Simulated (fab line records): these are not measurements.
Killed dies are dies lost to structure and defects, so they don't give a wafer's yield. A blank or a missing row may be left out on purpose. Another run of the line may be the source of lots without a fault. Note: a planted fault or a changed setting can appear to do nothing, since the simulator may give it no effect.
Matching of chambers | flow berkeley-cmos170 | UCB170_V2_CMP_02 on cmp-01 has 4 sister chambers
The step polishes SiO2. 4 wafers are shown with their chamber, then 8 later ones without.

## WAFERS, EACH WITH ITS CHAMBER
wafer  | chamber | motor-current-A (A)
L156.1 | 0       | 15.7
L158.2 | 3       | 18.9
L158.6 | 2       | 13.8
L160.2 | 1       | 12.9

## WAFERS WHOSE CHAMBER IS MISSING
wafer  | motor-current-A (A)
L160.4 | 15.3
L160.6 | 18.5
L163.2 | 18.6
L163.3 | 14.5
L163.6 | 13.7
L165.1 | 14.6
L165.2 | 18.4
L165.5 | 14.0

## EACH ONE'S CHAMBER
wafer  | from the rows above          | in truth
L160.4 | 0                            | 0
L160.6 | 3                            | 3
L163.2 | 3                            | 3
L163.3 | can't be placed: 2 or 0 or 1 | 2
L163.6 | can't be placed: 2 or 1      | 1
L165.1 | can't be placed: 2 or 0 or 1 | 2
L165.2 | 3                            | 3
L165.5 | can't be placed: 2 or 1      | 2
Correct placement for 4 of the 8. Unplaceable from these rows: 4, with the true chamber sitting among the candidates in 4. 0 placed wrongly.
How it was worked out, from the rows above alone: a wafer's distance from a chamber is the root of the sum, over the readings, of the square of ((its reading less the chamber's mean) divided by the reading's scatter). If the next closest chamber is less than 2 further off than the closest, the wafer can't be placed; otherwise it belongs to the closest. A chamber's mean is the mean of its shown wafers. The scatter (one wafer shown for each chamber): square how far every hidden wafer sits from the nearest shown wafer, average those squares and take the square root.
